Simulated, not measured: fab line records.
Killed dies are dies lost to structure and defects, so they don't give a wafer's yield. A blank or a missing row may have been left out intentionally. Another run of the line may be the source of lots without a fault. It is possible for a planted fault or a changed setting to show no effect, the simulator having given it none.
Struck lot and sound lot, side by side + flow berkeley_cmos170 + 17 out of 331 route steps
Sound: wafers L346.1, L346.3, L346.4. The struck wafers were L356.2, L356.4, L356.6. The cause comes at the end.
Each step with rows lists, per side, the tool, then ch with its chambers, then its first start. Under that, the readings that differ: sound wafers + struck wafers + difference of the means + sigmas: that difference in standard deviations of wafers without a fault.
alike: words and numbers the same on both sides, and readings whose means are apart by under 2 such deviations; not compared: readings that were withheld, readings missing a value for some wafer, numbers with overlapping values and no deviation given by the record, and bounds like >300 which may hide the same value.
A row with sigmas, a row that says differs or no value, or rows on one side alone: a step with any of these is where the two part. Numbers that have no deviation but don't overlap get no sigmas and don't part them. A reading that every wafer of one side lacks parts them only if that side has two wafers or more.

first, 1 step without rows for these wafers: UCB170_CONTACT_CLEAN_20 (cleans in SPM, time 600 s).
UCB170_M1_SPUTTER_00: material Al, target thk 600 nm, time 80 s.
  struck on pvd_sputter-02, day 10 03:09; sound on pvd_sputter-01, day 7 18:59
  alike: cathode_dc_power_W, chamber_pressure_pa, throttle_valve_pct
UCB170_M1_RS_MEAS_01: measurement is done with a four-point probe.
  struck on film_metro-01, day 10 03:14; sound on film_metro-01, day 7 19:02
  alike: M1_AL_RS
UCB170_M1_THK_MEAS_02: measures by xrf.
  struck on film_metro-01, day 10 03:21; sound on film_metro-01, day 7 19:10
  alike: M1_AL_THK
then, 6 steps without rows for these wafers: UCB170_M1_COAT_03; UCB170_M1_COAT_04 (resist thk 915.2 nm); UCB170_M1_SOFTBAKE_05 (time 60 s); UCB170_M1_EXPOSE_06 (exposes mask METAL1, target cd 700 nm); UCB170_M1_PEB_07; UCB170_M1_DEVELOP_08 (develop time 45 s).
UCB170_M1_CD_MEAS_09 targets a cd of 700 nm.
  struck on cd_sem-02, day 10 04:37; sound on cd_sem-02, day 7 20:13
  alike: cd_nm
UCB170_M1_OVL_MEAS_10:
  struck on overlay-01, day 10 04:44; sound on overlay-01, day 7 20:20
  alike: M1_OVL
UCB170_M1_ETCH_11: etches BARC in N2/H2.
  sound on rie_diel-01 ch 0,1,2, day 7 20:22; struck on rie_diel-03 ch 1,2, day 10 04:46
  no value came back on the struck wafers for any of 6 readings (bias_w (W), chamber_pressure_mTorr (mTorr) and others); on the sound wafers bias_w (W) reads 99.57 99.63 100.31
UCB170_M1_METAL_ETCH_12: etches Al in Cl2/BCl3, stops on PSG, target depth 780 nm, time 130 s.
  sound on rie_metal-03 ch 1, day 7 20:25; struck on rie_metal-03 ch 0,1, day 10 04:48
| reading               | sound             | struck            | difference | sigmas |
|-----------------------|-------------------|-------------------|------------|--------|
| bcl3_flow_sccm (sccm) | 44.78 44.74 44.86 | 45.06 45.01 45.12 | +0.27      | +2     |
| oes_product_au (a.u.) | 0.835 0.840 0.842 | 0.377 0.389 0.369 | -0.461     | -31    |
  alike: bias_w, drypump_motor_current_A, he_backside_leak_sccm, throttle_valve_pct
  not compared: rf_hours_counter_h
UCB170_M1_STRIP_13: strips in O2.
  sound on plasma_asher-02 ch 0,1, day 7 20:40; struck on plasma_asher-01 ch 0, day 10 04:56
  alike: drypump_motor_current_A, oes_product_au
  not compared: rf_hours_counter_h
UCB170_M1_CD_MEAS_90 targets a cd of 700 nm.
  struck on cd_sem-02, day 10 05:09; sound on cd_sem-02, day 7 20:46
| reading    | sound             | struck | difference                    | sigmas |
|------------|-------------------|--------|-------------------------------|--------|
| cd_nm (nm) | 701.2 702.4 701.1 | - - -  | no value on the struck wafers |        |
then, 1 step without rows for these wafers: UCB170_M1_ANNEAL_14 (time 1200 s).

WHERE THEY PART
Earliest at UCB170_M1_ETCH_11; latest, in this record, at UCB170_M1_CD_MEAS_90.

WHY: whatever the simulator had introduced
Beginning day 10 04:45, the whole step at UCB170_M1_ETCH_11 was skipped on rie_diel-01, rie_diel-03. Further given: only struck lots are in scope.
